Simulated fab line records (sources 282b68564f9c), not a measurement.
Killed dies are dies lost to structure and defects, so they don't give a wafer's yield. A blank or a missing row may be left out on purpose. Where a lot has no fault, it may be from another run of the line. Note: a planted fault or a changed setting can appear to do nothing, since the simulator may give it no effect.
fab line records :: flow rit_cmos :: part 2 of 2: steps 32 to 44 of 44
record:
  lots: 5
  wafers: 15
  last_day: 7
route steps=202 shown SDANNEAL@154 PSD@157 NSD@158 PLDD@159 NLDD@160 SILICIDE@161 CONTACT@168 M1@184
lots that met no fault: taken from a fault-free run of the same line
start_h: hours from the record's first day to the start of the lot's first wafer shown :: wait_h: hours elapsed since this lot's preceding step :: " repeats the value in the row above :: L1.1+2: a single row standing in for several wafers :: - value missing, or start not given :: * or withheld: withheld :: < > ~ a bound
route shown NAME@n: names a module that has steps shown in the file, with the first one's number in the route :: usual: mean and standard deviation over wafers with no fault :: same: alike in all rows :: chamber/n: place in a boat :: sites: each site's reading :: _std_site: the values' standard deviation :: _edge_site: mean of outer sites minus mean of inner sites :: radius_mm: for every site, how far away it sits from the centre of the wafer :: mask NAME#n: copy n :: behind: tool/chamber where the wafer was last shaped :: hold: cause of the lot's hold/its duration in hours/its outcome :: device: which transistor (n, p or np) failed to switch :: end of line: at the end of the route, the tests of the same wafers :: a step without rows: its recipe alone :: killed: the dies lost at the first sort to structure and to defects; this is not the yield of the wafer :: map: shows each die of a wafer: x if killed, . if not, _ if none is there
set.NAME: setting as actually run; set.NAME@STEP: the setting as run at that earlier step :: model.NAME: the simulator's own value behind a step, which no gauge read
lots seen at some steps along the route; tables by step, rows by wafer
services: when a tool's chamber went out of use (start_h, in hours from the record's first day, below 0 if earlier), for how many hours, and the reason
== steps ==
step: RIT_M1_RS_MEAS_01
recipe:
  thk_meas_gauge: four-point-probe
  reads: Al_of_M1_SPUTTER_00
usual:
  M1_AL_RS: 0.0734/0.00082
lot.wafer: L076.1
tool: film_metro-02
chamber: -
start_h: 73.14
wait_h: 0.1
M1_AL_RS[ohm/sq]: 0.0731

lot.wafer: L076.2
tool: film_metro-02
chamber: -
start_h: 73.14
wait_h: 0.1
M1_AL_RS[ohm/sq]: 0.0734

lot.wafer: L076.3
tool: film_metro-02
chamber: -
start_h: 73.14
wait_h: 0.1
M1_AL_RS[ohm/sq]: 0.0730

lot.wafer: L081.1
tool: film_metro-04
chamber: -
start_h: 94.95
wait_h: 0.1
M1_AL_RS[ohm/sq]: 0.0734

lot.wafer: L081.4
tool: film_metro-04
chamber: -
start_h: 94.95
wait_h: 0.1
M1_AL_RS[ohm/sq]: 0.0739

lot.wafer: L081.5
tool: film_metro-04
chamber: -
start_h: 94.95
wait_h: 0.1
M1_AL_RS[ohm/sq]: 0.0749

lot.wafer: L093.3
tool: film_metro-01
chamber: -
start_h: 154.11
wait_h: 0.2
M1_AL_RS[ohm/sq]: 0.0728

lot.wafer: L093.4
tool: film_metro-01
chamber: -
start_h: 154.11
wait_h: 0.2
M1_AL_RS[ohm/sq]: 0.0733

lot.wafer: L093.5
tool: film_metro-01
chamber: -
start_h: 154.11
wait_h: 0.2
M1_AL_RS[ohm/sq]: 0.0732

lot.wafer: L096.1
tool: film_metro-01
chamber: -
start_h: 168.82
wait_h: 0.1
M1_AL_RS[ohm/sq]: 0.0725

lot.wafer: L096.4
tool: film_metro-01
chamber: -
start_h: 168.82
wait_h: 0.1
M1_AL_RS[ohm/sq]: 0.0728

lot.wafer: L096.5
tool: film_metro-01
chamber: -
start_h: 168.82
wait_h: 0.1
M1_AL_RS[ohm/sq]: 0.0725

lot.wafer: L097.3
tool: film_metro-02
chamber: -
start_h: 175.39
wait_h: 0.2
M1_AL_RS[ohm/sq]: 0.0748

lot.wafer: L097.4
tool: film_metro-02
chamber: -
start_h: 175.39
wait_h: 0.2
M1_AL_RS[ohm/sq]: 0.0750

lot.wafer: L097.5
tool: film_metro-02
chamber: -
start_h: 175.39
wait_h: 0.2
M1_AL_RS[ohm/sq]: 0.0742
step: RIT_M1_THK_MEAS_02
recipe:
  thk_meas_gauge: xrf
  reads: Al_of_M1_SPUTTER_00
usual:
  M1_AL_THK: 398/5.1
lot.wafer: L076.1
tool: film_metro-02
chamber: -
start_h: 73.26
wait_h: 0.1
M1_AL_THK[nm]: 400

lot.wafer: L076.2
tool: film_metro-02
chamber: -
start_h: 73.26
wait_h: 0.1
M1_AL_THK[nm]: 397

lot.wafer: L076.3
tool: film_metro-02
chamber: -
start_h: 73.26
wait_h: 0.1
M1_AL_THK[nm]: 405

lot.wafer: L081.1
tool: film_metro-04
chamber: -
start_h: 95.07
wait_h: 0.1
M1_AL_THK[nm]: 399

lot.wafer: L081.4
tool: film_metro-04
chamber: -
start_h: 95.07
wait_h: 0.1
M1_AL_THK[nm]: 399

lot.wafer: L081.5
tool: film_metro-04
chamber: -
start_h: 95.07
wait_h: 0.1
M1_AL_THK[nm]: 395

lot.wafer: L093.3
tool: film_metro-01
chamber: -
start_h: 154.21
wait_h: 0.1
M1_AL_THK[nm]: 398

lot.wafer: L093.4
tool: film_metro-01
chamber: -
start_h: 154.21
wait_h: 0.1
M1_AL_THK[nm]: 393

lot.wafer: L093.5
tool: film_metro-01
chamber: -
start_h: 154.21
wait_h: 0.1
M1_AL_THK[nm]: 394

lot.wafer: L096.1
tool: film_metro-01
chamber: -
start_h: 168.94
wait_h: 0.1
M1_AL_THK[nm]: 401

lot.wafer: L096.4
tool: film_metro-01
chamber: -
start_h: 168.94
wait_h: 0.1
M1_AL_THK[nm]: 398

lot.wafer: L096.5
tool: film_metro-01
chamber: -
start_h: 168.94
wait_h: 0.1
M1_AL_THK[nm]: 399

lot.wafer: L097.3
tool: film_metro-02
chamber: -
start_h: 175.49
wait_h: 0.1
M1_AL_THK[nm]: 389

lot.wafer: L097.4
tool: film_metro-02
chamber: -
start_h: 175.49
wait_h: 0.1
M1_AL_THK[nm]: 388

lot.wafer: L097.5
tool: film_metro-02
chamber: -
start_h: 175.49
wait_h: 0.1
M1_AL_THK[nm]: 391
step: RIT_M1_HMDS_03
recipe:
  prime_time_s: 60
  prime_temp_c: 140
lot.wafer: L076.1+2+3
tool: litho_track-03
chamber: 0
start_h: 73.32
wait_h: 0.1

lot.wafer: L081.1+4+5
tool: litho_track-04
chamber: 0
start_h: 95.13
wait_h: 0.1

lot.wafer: L093.3+4+5
tool: litho_track-03
chamber: 0
start_h: 154.30
wait_h: 0.1

lot.wafer: L096.1+4+5
tool: litho_track-02
chamber: 0
start_h: 169.00
wait_h: 0.1

lot.wafer: L097.3+4+5
tool: litho_track-02
chamber: 0
start_h: 175.58
wait_h: 0.1
step: RIT_M1_COAT_04
recipe:
  resist: NOVOLAK
  spin_rpm: 2000
  resist_thk_nm: 1286
lot.wafer: L076.1+2+3
tool: litho_track-03
chamber: 0
start_h: 73.47
wait_h: 0.1

lot.wafer: L081.1+4+5
tool: litho_track-04
chamber: 0
start_h: 95.28
wait_h: 0.1

lot.wafer: L093.3+4+5
tool: litho_track-03
chamber: 0
start_h: 154.45
wait_h: 0.1

lot.wafer: L096.1+4+5
tool: litho_track-02
chamber: 0
start_h: 169.15
wait_h: 0.1

lot.wafer: L097.3+4+5
tool: litho_track-02
chamber: 0
start_h: 175.73
wait_h: 0.1
step: RIT_M1_SOFTBAKE_05
recipe:
  resist: NOVOLAK
  temp_c: 90
  time_s: 60
lot.wafer: L076.1+2+3
tool: litho_track-03
chamber: 0
start_h: 73.62
wait_h: 0.1

lot.wafer: L081.1+4+5
tool: litho_track-04
chamber: 0
start_h: 95.43
wait_h: 0.1

lot.wafer: L093.3+4+5
tool: litho_track-03
chamber: 0
start_h: 154.60
wait_h: 0.1

lot.wafer: L096.1+4+5
tool: litho_track-02
chamber: 0
start_h: 169.30
wait_h: 0.1

lot.wafer: L097.3+4+5
tool: litho_track-02
chamber: 0
start_h: 175.88
wait_h: 0.1
step: RIT_M1_EXPOSE_06
recipe:
  mask_id: M12
  na: 0.6
  source_shape: conventional
  sigma_outer: 0.5
  target_cd_nm: 2600
  dose_mj: 250
lot.wafer: L076.1+2+3
tool: iline_stepper-02
chamber: 0
start_h: 73.89
wait_h: 0.2
mask: M12#0

lot.wafer: L081.1+4+5
tool: iline_stepper-02
chamber: 0
start_h: 95.58
wait_h: 0.1
mask: M12#0

lot.wafer: L093.3+4+5
tool: iline_stepper-01
chamber: 0
start_h: 154.74
wait_h: 0.1
mask: M12#0

lot.wafer: L096.1+4+5
tool: iline_stepper-01
chamber: 0
start_h: 169.58
wait_h: 0.2
mask: M12#0

lot.wafer: L097.3+4+5
tool: iline_stepper-02
chamber: 0
start_h: 176.14
wait_h: 0.2
mask: M12#0
step: RIT_M1_PEB_07
recipe:
  resist: NOVOLAK
  temp_c: withheld
  time_s: withheld
lot.wafer: L076.1+2+3
tool: litho_track-03
chamber: 0
start_h: 74.01
wait_h: 0.1

lot.wafer: L081.1+4+5
tool: litho_track-02
chamber: 0
start_h: 95.70
wait_h: 0.1

lot.wafer: L093.3+4+5
tool: litho_track-02
chamber: 0
start_h: 154.86
wait_h: 0.1

lot.wafer: L096.1+4+5
tool: litho_track-03
chamber: 0
start_h: 169.69
wait_h: 0.1

lot.wafer: L097.3+4+5
tool: litho_track-03
chamber: 0
start_h: 176.27
wait_h: 0.1
step: RIT_M1_DEVELOP_08
recipe:
  resist: NOVOLAK
  develop_time_s: 68
  dev_temp_c: 23
lot.wafer: L076.1+2+3
tool: litho_track-03
chamber: 0
start_h: -
wait_h: -

lot.wafer: L081.1+4+5
tool: litho_track-02
chamber: 0
start_h: -
wait_h: -

lot.wafer: L093.3+4+5
tool: litho_track-02
chamber: 0
start_h: -
wait_h: -

lot.wafer: L096.1+4+5
tool: litho_track-03
chamber: 0
start_h: -
wait_h: -

lot.wafer: L097.3+4+5
tool: litho_track-03
chamber: 0
start_h: -
wait_h: -
step: RIT_M1_CD_MEAS_09
recipe:
  target_cd_nm: 2600
usual:
  cd_nm: 2600.3/2.6
lot.wafer: L076.1
tool: cd_sem-02
chamber: -
start_h: 74.32
wait_h: -
cd_nm: 2603.0

lot.wafer: L076.2
tool: cd_sem-02
chamber: -
start_h: 74.32
wait_h: -
cd_nm: 2604.6

lot.wafer: L076.3
tool: cd_sem-02
chamber: -
start_h: 74.32
wait_h: -
cd_nm: 2604.1

lot.wafer: L081.1
tool: cd_sem-02
chamber: -
start_h: 96.01
wait_h: -
cd_nm: 2600.7

lot.wafer: L081.4
tool: cd_sem-02
chamber: -
start_h: 96.01
wait_h: -
cd_nm: 2606.4

lot.wafer: L081.5
tool: cd_sem-02
chamber: -
start_h: 96.01
wait_h: -
cd_nm: 2603.6

lot.wafer: L093.3
tool: cd_sem-01
chamber: -
start_h: 155.17
wait_h: -
cd_nm: 2598.3

lot.wafer: L093.4
tool: cd_sem-01
chamber: -
start_h: 155.17
wait_h: -
cd_nm: 2597.0

lot.wafer: L093.5
tool: cd_sem-01
chamber: -
start_h: 155.17
wait_h: -
cd_nm: 2596.3

lot.wafer: L096.1
tool: cd_sem-01
chamber: -
start_h: 170.01
wait_h: -
cd_nm: 2597.6

lot.wafer: L096.4
tool: cd_sem-01
chamber: -
start_h: 170.01
wait_h: -
cd_nm: 2597.2

lot.wafer: L096.5
tool: cd_sem-01
chamber: -
start_h: 170.01
wait_h: -
cd_nm: 2596.3

lot.wafer: L097.3
tool: cd_sem-02
chamber: -
start_h: 176.57
wait_h: -
cd_nm: 2602.1

lot.wafer: L097.4
tool: cd_sem-02
chamber: -
start_h: 176.57
wait_h: -
cd_nm: 2599.7

lot.wafer: L097.5
tool: cd_sem-02
chamber: -
start_h: 176.57
wait_h: -
cd_nm: 2600.9
step: RIT_M1_OVL_MEAS_10
usual:
  M1_OVL: -0.8/1.6
lot.wafer: L076.1
tool: overlay-02
chamber: -
start_h: 74.44
wait_h: 0.1
M1_OVL[nm]: -1.0

lot.wafer: L076.2
tool: overlay-02
chamber: -
start_h: 74.44
wait_h: 0.1
M1_OVL[nm]: 0.4

lot.wafer: L076.3
tool: overlay-02
chamber: -
start_h: 74.44
wait_h: 0.1
M1_OVL[nm]: -2.4

lot.wafer: L081.1
tool: overlay-01
chamber: -
start_h: 96.13
wait_h: 0.1
M1_OVL[nm]: -0.7

lot.wafer: L081.4
tool: overlay-01
chamber: -
start_h: 96.13
wait_h: 0.1
M1_OVL[nm]: -1.1

lot.wafer: L081.5
tool: overlay-01
chamber: -
start_h: 96.13
wait_h: 0.1
M1_OVL[nm]: -0.8

lot.wafer: L093.3
tool: overlay-01
chamber: -
start_h: 155.26
wait_h: 0.1
M1_OVL[nm]: -2.0

lot.wafer: L093.4
tool: overlay-01
chamber: -
start_h: 155.26
wait_h: 0.1
M1_OVL[nm]: -1.9

lot.wafer: L093.5
tool: overlay-01
chamber: -
start_h: 155.26
wait_h: 0.1
M1_OVL[nm]: -2.0

lot.wafer: L096.1
tool: overlay-01
chamber: -
start_h: 170.13
wait_h: 0.1
M1_OVL[nm]: -1.0

lot.wafer: L096.4
tool: overlay-01
chamber: -
start_h: 170.13
wait_h: 0.1
M1_OVL[nm]: -0.9

lot.wafer: L096.5
tool: overlay-01
chamber: -
start_h: 170.13
wait_h: 0.1
M1_OVL[nm]: -0.9

lot.wafer: L097.3
tool: overlay-01
chamber: -
start_h: 176.66
wait_h: 0.1
M1_OVL[nm]: 0.2

lot.wafer: L097.4
tool: overlay-01
chamber: -
start_h: 176.66
wait_h: 0.1
M1_OVL[nm]: -0.2

lot.wafer: L097.5
tool: overlay-01
chamber: -
start_h: 176.66
wait_h: 0.1
M1_OVL[nm]: 0.1
step: RIT_M1_HARDBAKE_11
recipe:
  resist: NOVOLAK
  temp_c: 140
  time_s: 120
lot.wafer: L076.1+2+3
tool: litho_track-03
chamber: 0
start_h: 74.48
wait_h: 0.0

lot.wafer: L081.1+4+5
tool: litho_track-03
chamber: 0
start_h: 96.17
wait_h: 0.0

lot.wafer: L093.3+4+5
tool: litho_track-04
chamber: 0
start_h: 155.37
wait_h: 0.1

lot.wafer: L096.1+4+5
tool: litho_track-02
chamber: 0
start_h: 170.16
wait_h: 0.0

lot.wafer: L097.3+4+5
tool: litho_track-03
chamber: 0
start_h: 176.77
wait_h: 0.1
step: RIT_M1_METAL_ETCH_12
recipe:
  stop_on: SiO2
  chemistry: Cl2/BCl3
  target: Al
  time_s: 165
  over_etch_frac: 0.5
  pressure_mtorr: 100
  target_depth_a: 6000
  rf_w: 250
  Cl2_flow_sccm: 60
  bcl3_flow_sccm: 50
usual:
  bcl3_flow_sccm: 49.99/0.14
  drypump_motor_current_A: 5.49/0.28
  he_backside_leak_sccm: 3.4/0.39
  oes_product_au: 0.780/0.012
  throttle_valve_pct: 8.35/0.097
lot.wafer: L076.1
tool: rie_metal-03
chamber: 1
start_h: 74.73
wait_h: 0.2
bcl3_flow_sccm: 50.40
drypump_motor_current_A: 5.74
he_backside_leak_sccm: 3.1
oes_product_au: 0.777
rf_hours_counter_h: 0.7
throttle_valve_pct: 8.37

lot.wafer: L076.2
tool: rie_metal-03
chamber: 0
start_h: 74.73
wait_h: 0.2
bcl3_flow_sccm: 49.90
drypump_motor_current_A: 5.76
he_backside_leak_sccm: 3.1
oes_product_au: 0.798
rf_hours_counter_h: 0.7
throttle_valve_pct: 8.30

lot.wafer: L076.3
tool: rie_metal-03
chamber: 0
start_h: 74.73
wait_h: 0.2
bcl3_flow_sccm: 49.70
drypump_motor_current_A: 5.77
he_backside_leak_sccm: 3.1
oes_product_au: 0.796
rf_hours_counter_h: -
throttle_valve_pct: 8.29

lot.wafer: L081.1
tool: rie_metal-01
chamber: 0
start_h: 96.42
wait_h: 0.2
bcl3_flow_sccm: 50.14
drypump_motor_current_A: 5.01
he_backside_leak_sccm: 3.6
oes_product_au: 0.775
rf_hours_counter_h: 2.5
throttle_valve_pct: 8.30

lot.wafer: L081.4
tool: rie_metal-01
chamber: 0
start_h: 96.42
wait_h: 0.2
bcl3_flow_sccm: 49.81
drypump_motor_current_A: 5.03
he_backside_leak_sccm: 6.8
oes_product_au: 0.766
rf_hours_counter_h: -
throttle_valve_pct: 8.32

lot.wafer: L081.5
tool: rie_metal-01
chamber: 1
start_h: 96.42
wait_h: 0.2
bcl3_flow_sccm: 50.14
drypump_motor_current_A: 5.41
he_backside_leak_sccm: 3.4
oes_product_au: 0.773
rf_hours_counter_h: -
throttle_valve_pct: 8.19

lot.wafer: L093.3
tool: rie_metal-01
chamber: 1
start_h: 155.59
wait_h: 0.2
bcl3_flow_sccm: 50.11
drypump_motor_current_A: 5.39
he_backside_leak_sccm: 3.2
oes_product_au: 0.779
rf_hours_counter_h: -
throttle_valve_pct: 8.20

lot.wafer: L093.4
tool: rie_metal-01
chamber: 0
start_h: 155.59
wait_h: 0.2
bcl3_flow_sccm: 50.29
drypump_motor_current_A: 5.01
he_backside_leak_sccm: 3.8
oes_product_au: 0.778
rf_hours_counter_h: -
throttle_valve_pct: 8.31

lot.wafer: L093.5
tool: rie_metal-01
chamber: 1
start_h: 155.59
wait_h: 0.2
bcl3_flow_sccm: 50.00
drypump_motor_current_A: 5.41
he_backside_leak_sccm: 3.2
oes_product_au: 0.787
rf_hours_counter_h: -
throttle_valve_pct: 8.19

lot.wafer: L096.1
tool: rie_metal-01
chamber: 0
start_h: 170.41
wait_h: 0.2
bcl3_flow_sccm: 49.94
drypump_motor_current_A: 5.00
he_backside_leak_sccm: 3.6
oes_product_au: 0.782
rf_hours_counter_h: 3.4
throttle_valve_pct: 8.29

lot.wafer: L096.4
tool: rie_metal-01
chamber: 0
start_h: 170.41
wait_h: 0.2
bcl3_flow_sccm: 49.93
drypump_motor_current_A: 4.98
he_backside_leak_sccm: 3.6
oes_product_au: 0.779
rf_hours_counter_h: -
throttle_valve_pct: 8.30

lot.wafer: L096.5
tool: rie_metal-01
chamber: 1
start_h: 170.41
wait_h: 0.2
bcl3_flow_sccm: 50.06
drypump_motor_current_A: 5.41
he_backside_leak_sccm: 3.6
oes_product_au: 0.784
rf_hours_counter_h: -
throttle_valve_pct: 8.19

lot.wafer: L097.3
tool: rie_metal-03
chamber: 1
start_h: 176.99
wait_h: 0.2
bcl3_flow_sccm: 50.12
drypump_motor_current_A: 5.73
he_backside_leak_sccm: 3.1
oes_product_au: 0.764
rf_hours_counter_h: -
throttle_valve_pct: 8.39

lot.wafer: L097.4
tool: rie_metal-03
chamber: 0
start_h: 176.99
wait_h: 0.2
bcl3_flow_sccm: 49.65
drypump_motor_current_A: 5.78
he_backside_leak_sccm: 3.0
oes_product_au: 0.786
rf_hours_counter_h: -
throttle_valve_pct: 8.29

lot.wafer: L097.5
tool: rie_metal-03
chamber: 0
start_h: 176.99
wait_h: 0.2
bcl3_flow_sccm: 50.06
drypump_motor_current_A: 5.74
he_backside_leak_sccm: 3.4
oes_product_au: 0.791
rf_hours_counter_h: -
throttle_valve_pct: 8.30
step: RIT_M1_STRIP_13
recipe:
  chemistry: nmp
  resist: NOVOLAK
  temp_c: 80
  time_s: 600
  dry: n2_spin
lot.wafer: L076.1+2+3
tool: wet_bench-03
chamber: 2
start_h: 74.89
wait_h: 0.1

lot.wafer: L081.1+4+5
tool: wet_bench-01
chamber: 3
start_h: 96.58
wait_h: 0.1

lot.wafer: L093.3+4+5
tool: wet_bench-03
chamber: 3
start_h: 155.70
wait_h: 0.1

lot.wafer: L096.1+4+5
tool: wet_bench-01
chamber: 0
start_h: 170.58
wait_h: 0.1

lot.wafer: L097.3+4+5
tool: wet_bench-03
chamber: 0
start_h: 177.10
wait_h: 0.1
== services ==
tool: rie_diel-02
chamber: 0
start_h: 51.08
hours: 6.5
kind: repair

tool: rie_diel-02
chamber: 1
start_h: 51.39
hours: 4.6
kind: repair

tool: plasma_asher-01
chamber: -
start_h: 54.90
hours: 3.0
kind: repair

tool: rie_diel-03
chamber: 3
start_h: 71.69
hours: -
kind: clean

tool: rie_diel-03
chamber: 3
start_h: 71.69
hours: 32.0
kind: scheduled_down

tool: rie_diel-03
chamber: 3
start_h: 71.69
hours: 32.0
kind: vent_cycle

tool: wet_bench-03
chamber: -
start_h: 81.72
hours: 4.1
kind: repair

tool: plasma_asher-04
chamber: -
start_h: 89.88
hours: 0.5
kind: repair

tool: pvd_sputter-02
chamber: -
start_h: 104.89
hours: 9.0
kind: repair

tool: plasma_asher-03
chamber: -
start_h: 108.75
hours: 9.0
kind: pm

tool: plasma_asher-03
chamber: 0
start_h: 108.75
hours: 9.0
kind: vent_cycle

tool: plasma_asher-03
chamber: 1
start_h: 108.75
hours: 9.0
kind: vent_cycle

tool: rie_diel-01
chamber: 0
start_h: 112.22
hours: 31.6
kind: repair

tool: plasma_asher-03
chamber: 0
start_h: 117.75
hours: -
kind: clean

tool: plasma_asher-03
chamber: 1
start_h: 117.75
hours: -
kind: clean

tool: rie_diel-01
chamber: -
start_h: 129.58
hours: 0.1
kind: repair

tool: pecvd-01
chamber: -
start_h: 157.13
hours: 3.1
kind: repair

tool: rie_diel-01
chamber: 0
start_h: 163.25
hours: 3.3
kind: repair

tool: iline_stepper-02
chamber: -
start_h: 167.23
hours: 1.7
kind: pm
